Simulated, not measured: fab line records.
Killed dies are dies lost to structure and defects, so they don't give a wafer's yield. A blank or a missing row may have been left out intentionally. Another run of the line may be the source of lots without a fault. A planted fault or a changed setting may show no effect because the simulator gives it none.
The tool behind it: which one?    flow berkeley cmos170    Sampling: 15 lots, 45 wafers, 4 of 331 route steps

== WHAT THE GAUGES READ, wafer by wafer ==
UCB170_GATE_THK_MEAS_02. Usual: GATE_OXIDE_THK gives 6.58 nm (standard deviation 0.15).
lot   measured      on             GATE_OXIDE_THK (nm)  flag
L974  day 6 19:36   film metro-04  6.75 6.66 6.69       
L975  day 6 19:34   film metro-04  6.55 6.53 6.57       
L976  day 6 19:33   film metro-03  6.48 6.59 6.47       
L977  day 7 12:04   film metro-03  6.68 6.64 6.72       
L978  day 7 12:03   film metro-02  6.64 6.59 6.63       
L979  day 7 22:07   film metro-03  6.48 6.58 6.51       
L981  day 8 09:47   film metro-04  6.88 6.87 6.83       
L982  day 8 09:44   film metro-02  6.70 6.78 6.83       
L983  day 8 09:46   film metro-03  6.90 6.72 6.75       
L984  day 8 09:49   film metro-03  6.70 6.79 6.62       
L987  day 9 02:51   film metro-02  6.45 6.42 6.45       
L990  day 10 04:28  film metro-02  5.99 6.16 6.14       OFF
L991  day 10 04:28  film metro-03  6.09 6.09 6.09       OFF
L992  day 10 05:57  film metro-03  6.02 6.15 6.13       OFF
L994  day 10 14:21  film metro-03  6.71 6.62 6.71       

UCB170_V1_CD_MEAS_12: the cd target is 700 nm. Usual: cd nm reads 699.9 nm (standard deviation 1.4).
lot   measured      on         cd nm (nm)         flag
L974  day 8 21:10   cd sem-01  703.9 703.4 704.1  
L975  day 8 21:28   cd sem-01  699.6 700.2 698.1  
L976  day 8 20:47   cd sem-01  700.2 700.5 699.8  
L977  day 9 01:56   cd sem-01  700.4 700.9 701.0  
L978  day 9 06:24   cd sem-01  696.7 696.7 696.3  
L979  day 9 15:09   cd sem-01  700.6 699.4 700.0  
L981  day 10 02:11  cd sem-01  698.4 698.5 699.2  
L982  day 10 02:31  cd sem-02  700.4 701.2 699.9  
L983  day 10 01:59  cd sem-02  697.8 700.0 698.6  
L984  day 10 02:28  cd sem-01  697.6 697.6 697.8  
L987  day 10 20:21  cd sem-02  699.9 701.0 699.5  
L990  day 11 21:07  cd sem-02  699.8 697.8 698.0  
L991  day 11 21:10  cd sem-01  700.6 700.6 701.2  
L992  day 11 21:22  cd sem-02  700.1 700.0 699.6  
L994  day 12 03:41  cd sem-02  701.3 700.7 700.9  

== WHICH TOOL RAN EACH LOT (tool, then ch and the chambers of the sampled wafers, then the start) ==
lot   UCB170_GATE_OXIDATION_01       UCB170_GATE_STRIP_16
L974  furnace-03 ch 0, day 6 18:02   plasma asher-01 ch 0,1, day 7 06:08
L975  furnace-03 ch 0, day 6 18:02   plasma asher-02 ch 0,1, day 7 05:54
L976  furnace-03 ch 0, day 6 18:02   plasma asher-01 ch 0,1, day 7 05:35
L977  furnace-04 ch 0, day 7 10:33   plasma asher-02 ch 0, day 7 19:39
L978  furnace-04 ch 0, day 7 10:33   plasma asher-04 ch 0,1, day 7 19:32
L979  furnace-01 ch 0, day 7 20:35   plasma asher-01 ch 0,1, day 8 05:29
L981  furnace-03 ch 0, day 8 08:13   plasma asher-02 ch 0,1, day 8 18:02
L982  furnace-03 ch 0, day 8 08:13   plasma asher-01 ch 0,1, day 8 18:29
L983  furnace-03 ch 0, day 8 08:13   plasma asher-01 ch 0,1, day 8 17:48
L984  furnace-03 ch 0, day 8 08:13   plasma asher-04 ch 0,1, day 8 17:55
L987  furnace-04 ch 0, day 9 01:16   plasma asher-04 ch 0,1, day 9 12:23
L990  furnace-03 ch 0, day 10 02:56  plasma asher-02 ch 0,1, day 10 14:08
L991  furnace-03 ch 0, day 10 02:56  plasma asher-04 ch 0,1, day 10 14:06
L992  furnace-03 ch 0, day 10 04:26  plasma asher-04 ch 0,1, day 10 14:22
L994  furnace-01 ch 0, day 10 12:51  plasma asher-01 ch 0,1, day 10 20:36
- UCB170_GATE_OXIDATION_01: target thk 6.6 nm, ox time 1800 s.
- UCB170_GATE_STRIP_16: strips in O2.

== WHAT THE TOOLS THEMSELVES READ (means of the sampled wafers that have a number; where no wafer has one, the mark that the record gives instead) ==
UCB170_GATE_OXIDATION_01. Usual: spike tc centre C 851.9 C, standard deviation 1.8; spike tc load C 870.4 C, standard deviation 2.3; spike tc source C 872.5 C, standard deviation 2.4; tube center temp C 849.98 C, standard deviation 0.072; tube_center_temp_C_max 852.2, standard deviation 0.36.
lot   tool        spike tc centre C (C)  spike tc load C (C)  spike tc source C (C)  tube center temp C (C)  tube_center_temp_C_max  flag
L974  furnace-03  851.6                  868.4                874.3                  849.93                  852.1                   
L975  furnace-03  850.3                  869.4                873.7                  849.98                  852.2                   
L976  furnace-03  850.4                  868.2                875.4                  849.90                  851.8                   
L977  furnace-04  852.3                  870.8                869.8                  850.03                  852.5                   
L978  furnace-04  851.9                  871.3                869.5                  849.94                  852.1                   
L979  furnace-01  854.4                  873.2                872.6                  850.01                  852.0                   
L981  furnace-03  850.5                  869.2                875.2                  849.96                  852.1                   
L982  furnace-03  850.0                  868.4                874.4                  849.98                  852.1                   
L983  furnace-03  850.0                  868.8                875.0                  849.98                  851.9                   
L984  furnace-03  849.8                  868.0                873.5                  849.92                  852.6                   
L987  furnace-04  851.6                  870.6                869.6                  850.02                  852.5                   
L990  furnace-03  844.8                  862.5                870.1                  844.95                  847.3                   OFF
L991  furnace-03  845.9                  862.5                869.8                  844.96                  847.1                   OFF
L992  furnace-03  845.8                  862.4                870.2                  845.01                  847.5                   OFF
L994  furnace-01  853.7                  874.1                871.4                  849.95                  852.4                   

UCB170_GATE_STRIP_16. Usual: drypump motor current A 5.7 A, standard deviation 0.54; oes product au 0.724 a.u., standard deviation 0.0044.
lot   tool             drypump motor current A (A)  oes product au (a.u.)  flag
L974  plasma asher-01  5.8                          0.722                  
L975  plasma asher-02  6.1                          0.722                  
L976  plasma asher-01  6.0                          0.728                  
L977  plasma asher-02  5.8                          0.720                  
L978  plasma asher-04  5.0                          0.724                  
L979  plasma asher-01  6.0                          0.722                  
L981  plasma asher-02  6.0                          0.723                  
L982  plasma asher-01  5.8                          0.719                  
L983  plasma asher-01  6.0                          0.723                  
L984  plasma asher-04  5.1                          0.722                  
L987  plasma asher-04  4.8                          0.727                  
L990  plasma asher-02  5.9                          0.723                  
L991  plasma asher-04  5.1                          0.719                  
L992  plasma asher-04  5.1                          0.726                  
L994  plasma asher-01  6.0                          0.722                  

== THE ANSWER, worked out from the rows above alone ==
Rule: a lot counts as off when the mean over its wafers that have a number is more than 3 standard deviations away from the usual mean. Also off: a lot with no number at a reading for which 4 or more lots have one. Where the step has rows for the other lots, those lots are counted as sound. Order of review: gauges by route order, followed by the tools' own readings, for which a lot's mean as printed above is used. At the first step where some lot is off, the reading lying furthest off is the one used; lots without a number count as furthest.
Off: L990, L991, L992, seen at UCB170_GATE_THK_MEAS_02 (GATE_OXIDE_THK).
A tool fits if, at a process step before that reading, it ran every lot that is off, and no sound lot after the first of them. Not tried: the gauges at UCB170_GATE_THK_MEAS_02; whatever is off there is also off at UCB170_GATE_OXIDATION_01, on other tools, and gauge error can't account for it. One candidate fits, namely furnace-03 at UCB170_GATE_OXIDATION_01. Its last sound lot is L981 (day 8 08:13), its first lot that is off L990 (day 10 02:56): a fault that began between those two fits.
The tool's own readings at UCB170_GATE_OXIDATION_01 bear it out: on the lots that are off they differ by more than 5 times the standard deviation of the sound lots' means. tube center temp C reads 844.97 C there against 849.97 C on the sound lots; tube_center_temp_C_max reads 847.3 there against 852.2 on the sound lots.

== WHAT HAD BEEN PUT IN BY THE SIMULATOR ==
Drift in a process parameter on furnace-03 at UCB170_GATE_OXIDATION_01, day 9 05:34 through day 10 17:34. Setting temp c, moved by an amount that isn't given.
Struck lots among those shown: L990, L991, L992. The rule above reached the same finding.
